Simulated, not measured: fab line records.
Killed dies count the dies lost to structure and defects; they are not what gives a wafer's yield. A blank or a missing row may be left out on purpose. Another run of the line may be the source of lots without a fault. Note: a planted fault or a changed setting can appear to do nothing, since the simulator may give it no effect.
Chamber matching -- flow berkeley-cmos170 -- UCB170_M1_ETCH_11 on rie-diel-04 has 4 sister chambers
The step etches BARC in N2/H2. 14 wafers are shown with their chamber, then 7 later ones without.

== WAFERS PAIRED WITH THEIR CHAMBERS ==
wafer,chamber,throttle-valve-pct (%),drypump-motor-current-A (A),oes-product-au (a.u.)
L629.1,2,13.05,5.4,1.003
L629.4,0,13.59,5.6,1.016
L629.6,3,13.25,5.2,1.012
L630.1,2,13.06,5.4,1.007
L630.3,3,13.26,5.2,0.998
L630.5,3,13.24,5.2,1.006
L633.2,2,13.05,5.4,1.003
L633.4,1,13.49,5.8,1.006
L633.6,3,13.27,5.2,1.006
L643.1,0,13.58,5.6,0.995
L643.4,1,13.50,5.9,1.002
L643.5,2,13.03,5.4,0.993
L642.2,2,13.03,5.4,1.006
L642.5,0,13.56,5.6,1.002

SIGNATURES (means of the wafers above)
reading,chamber 0,chamber 1,chamber 2,chamber 3,scatter within a chamber
throttle-valve-pct,13.5767,13.4950,13.0440,13.2550,0.0132
drypump-motor-current-A,5.600,5.850,5.400,5.200,0.0224
oes-product-au,1.00433,1.00400,1.00240,1.00550,0.00677
Rule: for each reading, subtract the chamber's mean from the wafer's reading, divide by that reading's scatter and square the result; add these up over the readings and take the root, which gives the wafer's distance from the chamber. The wafer belongs to the nearest chamber; if the next one is less than 2 further off, it can't be placed. The scatter is the square root of a quotient: the sum, over the shown wafers, of each reading's squared deviation from its chamber's mean, divided by wafers minus chambers.

== WAFERS MISSING THEIR CHAMBER ==
wafer,throttle-valve-pct (%),drypump-motor-current-A (A),oes-product-au (a.u.)
L642.6,13.25,5.2,1.004
L646.2,13.49,5.9,1.013
L646.4,13.26,5.2,1.013
L646.6,13.48,5.9,1.027
L651.1,13.60,5.6,1.010
L651.3,13.51,5.9,1.012
L651.4,13.26,5.2,1.018

== THE CHAMBER EACH PASSED THROUGH ==
wafer,from the rows above,in truth
L642.6,3,3
L646.2,1,1
L646.4,3,3
L646.6,1,1
L651.1,0,0
L651.3,1,1
L651.4,3,3
7 of 7 placed correctly. Not placeable from these rows: 0. Placed wrongly: 0.
